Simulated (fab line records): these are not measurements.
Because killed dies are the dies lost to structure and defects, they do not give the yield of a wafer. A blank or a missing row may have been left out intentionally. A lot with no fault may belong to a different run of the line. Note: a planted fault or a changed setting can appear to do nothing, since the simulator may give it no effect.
What tool caused it? ; flow berkeley-cmos170 ; 14 lots with 42 wafers sampled at 6 steps, on a route of 331 steps

== WHAT THE GAUGES SHOWED, per wafer ==
UCB170_SPACER_THK_MEAS_01. Usual: SPACER_TEOS_THK gives 376 nm (standard deviation 4.6).
lot;measured;on;SPACER_TEOS_THK (nm);flag
L522;day 6 20:08;film-metro-02;372 366 371;
L524;day 7 19:08;film-metro-01;371 381 376;
L525;day 8 00:25;film-metro-02;378 379 382;
L526;day 8 00:51;film-metro-02;375 374 380;
L529;day 8 21:51;film-metro-02;376 383 373;
L528;day 8 23:00;film-metro-02;398 402 400;OFF
L531;day 9 02:14;film-metro-02;395 396 401;OFF
L539;day 10 09:41;film-metro-02;379 376 379;
L536;day 10 11:00;film-metro-01;382 379 382;
L537;day 10 11:17;film-metro-02;375 379 385;
L540;day 11 10:07;film-metro-03;371 370 372;
L543;day 11 15:22;film-metro-02;373 376 375;
L544;day 11 15:28;film-metro-01;378 372 369;
L542;day 11 15:47;film-metro-02;374 379 375;

UCB170_V2_OVL_MEAS_13. Usual: V2_OVL gives 3 nm (standard deviation 5.7).
lot;measured;on;V2_OVL (nm);flag
L522;day 8 03:55;overlay-01;0 1 2;
L524;day 9 00:30;overlay-02;6 10 10;
L525;day 9 06:57;overlay-01;-1 -3 6;
L526;day 9 09:14;overlay-02;1 1 -3;
L529;day 10 05:54;overlay-01;10 15 6;
L528;day 10 05:23;overlay-01;0 4 12;
L531;day 10 07:02;overlay-02;7 9 4;
L539;day 11 17:32;overlay-02;-3 3 1;
L536;day 11 19:11;overlay-01;12 5 8;
L537;day 11 18:47;overlay-02;-4 0 -1;
L540;day 12 11:31;overlay-02;9 9 11;
L543;day 12 18:57;overlay-02;6 6 5;
L544;day 12 23:16;overlay-02;-6 -3 -8;
L542;day 12 20:06;overlay-01;2 -2 -3;

UCB170_M3_OVL_MEAS_16. Usual: M3_OVL gives 0 nm (standard deviation 5.7).
lot;measured;on;M3_OVL (nm);flag
L522;day 8 06:33;overlay-02;7 13 14;
L524;day 9 04:35;overlay-01;-6 -7 -4;
L525;day 9 09:35;overlay-02;6 -4 -2;
L526;day 9 11:50;overlay-02;13 7 6;
L529;day 10 09:58;overlay-01;-7 -7 -6;
L528;day 10 09:13;overlay-02;6 7 6;
L531;day 10 11:35;overlay-01;4 -4 3;
L539;day 11 20:02;overlay-02;3 -1 7;
L536;day 11 22:20;overlay-02;-4 -4 -1;
L537;day 11 21:47;overlay-02;4 0 0;
L540;day 12 15:03;overlay-02;4 -4 6;
L543;day 12 21:43;overlay-02;-5 -11 -2;
L544;day 13 01:56;overlay-02;1 3 6;
L542;day 12 22:46;overlay-01;-9 2 -4;

== TOOL THAT RAN EACH LOT (tool first, then ch and the chambers of the sampled wafers, then the start) ==
lot;UCB170_SPACER_CVD_00;UCB170_SPACER_ETCHBACK_03;UCB170_M1_ETCH_11
L522;pecvd-04 ch 0,1,2, day 6 20:05;rie-diel-04 ch 1,2,3, day 7 01:51;rie-diel-02 ch 0,2,3, day 7 15:59
L524;pecvd-01 ch 0,1, day 7 19:04;rie-diel-02 ch 0,2, day 8 00:30;rie-diel-01 ch 0,1,3, day 8 12:34
L525;pecvd-04 ch 1,2, day 8 00:21;rie-diel-02 ch 0,2,3, day 8 07:24;rie-diel-01 ch 0,1, day 8 20:01
L526;pecvd-01 ch 0,1, day 8 00:49;rie-diel-03 ch 1,3, day 8 07:24;rie-diel-03 ch 0,1, day 8 20:44
L529;pecvd-03 ch 0,1,2, day 8 21:48;rie-diel-04 ch 0,2,3, day 9 02:10;rie-diel-03 ch 1,2, day 9 16:38
L528;pecvd-01 ch 0,1, day 8 22:56;rie-diel-02 ch 1,2,3, day 9 02:10;rie-diel-02 ch 1,2,3, day 9 15:57
L531;pecvd-01 ch 0,1, day 9 02:10;rie-diel-03 ch 1,2,3, day 9 07:46;rie-diel-01 ch 0,2,3, day 9 18:25
L539;pecvd-04 ch 1,2, day 10 09:38;rie-diel-04 ch 0,1,2, day 10 15:09;rie-diel-01 ch 0,3, day 11 06:54
L536;pecvd-03 ch 0,1,2, day 10 10:58;rie-diel-03 ch 0,1,2, day 10 15:09;rie-diel-01 ch 1,2,3, day 11 08:08
L537;pecvd-04 ch 0,2, day 10 11:14;rie-diel-04 ch 0,3, day 10 15:13;rie-diel-02 ch 0,1, day 11 07:49
L540;pecvd-03 ch 0,1,2, day 11 10:04;rie-diel-02 ch 1,2,3, day 11 13:53;rie-diel-02 ch 0,1,2, day 12 01:56
L543;pecvd-03 ch 0,2, day 11 15:19;rie-diel-02 ch 0,1, day 11 20:19;rie-diel-01 ch 1,2, day 12 08:17
L544;pecvd-01 ch 0,1,2, day 11 15:25;rie-diel-04 ch 0,1, day 11 20:19;rie-diel-03 ch 1,2,3, day 12 12:08
L542;pecvd-03 ch 2, day 11 15:44;rie-diel-03 ch 1,3, day 11 20:19;rie-diel-03 ch 1,3, day 12 08:51
- UCB170_SPACER_CVD_00: deposits SiO2 from TEOS/O2, target thk 376 nm, time 47 s.
- UCB170_SPACER_ETCHBACK_03: etches SiO2 in CHF3/CF4/Ar, stops on Si, target depth 376 nm, time 100 s.
- UCB170_M1_ETCH_11: etches BARC in N2/H2.

== WHAT THE TOOLS THEMSELVES READ (means of the sampled wafers that have a number; where no wafer has one, the mark that the record gives instead) ==
UCB170_SPACER_CVD_00. Usual: heater-power-w 284 W, standard deviation 48.
lot;tool;heater-power-w (W);flag
L522;pecvd-04;238;
L524;pecvd-01;298;
L525;pecvd-04;274;
L526;pecvd-01;321;
L529;pecvd-03;316;
L528;pecvd-01;292;
L531;pecvd-01;317;
L539;pecvd-04;280;
L536;pecvd-03;270;
L537;pecvd-04;281;
L540;pecvd-03;286;
L543;pecvd-03;334;
L544;pecvd-01;294;
L542;pecvd-03;363;

UCB170_SPACER_ETCHBACK_03. Usual: drypump-motor-current-A 5.8 A, standard deviation 0.54; oes-product-au 0.896 a.u., standard deviation 0.013; throttle-valve-pct 6.46 %, standard deviation 0.13.
lot;tool;drypump-motor-current-A (A);oes-product-au (a.u.);throttle-valve-pct (%);flag
L522;rie-diel-04;5.5;0.902;6.57;
L524;rie-diel-02;6.5;0.892;6.31;
L525;rie-diel-02;6.4;0.894;6.34;
L526;rie-diel-03;5.6;0.904;6.29;
L529;rie-diel-04;5.9;0.898;6.52;
L528;rie-diel-02;6.1;0.934;6.46;
L531;rie-diel-03;5.5;0.938;6.33;OFF
L539;rie-diel-04;5.5;0.892;6.61;
L536;rie-diel-03;5.2;0.901;6.42;
L537;rie-diel-04;5.8;0.900;6.49;
L540;rie-diel-02;6.1;0.886;6.45;
L543;rie-diel-02;6.1;0.907;6.48;
L544;rie-diel-04;5.5;0.885;6.57;
L542;rie-diel-03;5.6;0.898;6.30;

UCB170_M1_ETCH_11. Usual: bias-w 99.98 W, standard deviation 0.26; drypump-motor-current-A 5.8 A, standard deviation 0.55; oes-product-au 0.988 a.u., standard deviation 0.016; throttle-valve-pct 13.20 %, standard deviation 0.14.
lot;tool;bias-w (W);drypump-motor-current-A (A);oes-product-au (a.u.);throttle-valve-pct (%);flag
L522;rie-diel-02;99.94;6.4;0.976;13.05;
L524;rie-diel-01;100.03;5.5;0.996;13.27;
L525;rie-diel-01;100.23;5.7;0.996;13.20;
L526;rie-diel-03;100.19;5.4;0.975;13.23;
L529;rie-diel-03;99.90;5.5;0.977;13.15;
L528;rie-diel-02;100.09;6.1;0.988;13.21;
L531;rie-diel-01;99.80;6.0;0.995;13.27;
L539;rie-diel-01;100.14;5.5;1.006;13.33;
L536;rie-diel-01;100.32;5.8;0.977;13.30;
L537;rie-diel-02;99.83;6.1;1.007;13.26;
L540;rie-diel-02;100.00;6.2;0.992;13.13;
L543;rie-diel-01;100.10;6.3;0.968;13.26;
L544;rie-diel-03;99.92;5.5;0.978;13.10;
L542;rie-diel-03;99.97;5.6;0.976;13.04;

== THE ANSWER, worked out from the rows above alone ==
Rule: take the mean of a lot's wafers that have a number; if it is more than 3 standard deviations from the usual mean, the lot is off. Also off: a lot with no number at a reading for which 4 or more lots have one. All remaining lots with rows at the step are treated as sound. The gauges are gone through in route order, then the tools' own readings, and for those a lot's mean is taken as printed above. At the first step where some lot is off, the reading lying furthest off is the one used; lots without a number count as furthest.
Off: at UCB170_SPACER_THK_MEAS_01 (SPACER_TEOS_THK), L528, L531.
If a tool, at a process step before that reading, ran all the lots that are off and no sound lot after the first of them, it fits. The gauges at UCB170_SPACER_THK_MEAS_01 are tried like those tools. Of those tried, none fits.

== WHAT HAD BEEN PUT IN BY THE SIMULATOR ==
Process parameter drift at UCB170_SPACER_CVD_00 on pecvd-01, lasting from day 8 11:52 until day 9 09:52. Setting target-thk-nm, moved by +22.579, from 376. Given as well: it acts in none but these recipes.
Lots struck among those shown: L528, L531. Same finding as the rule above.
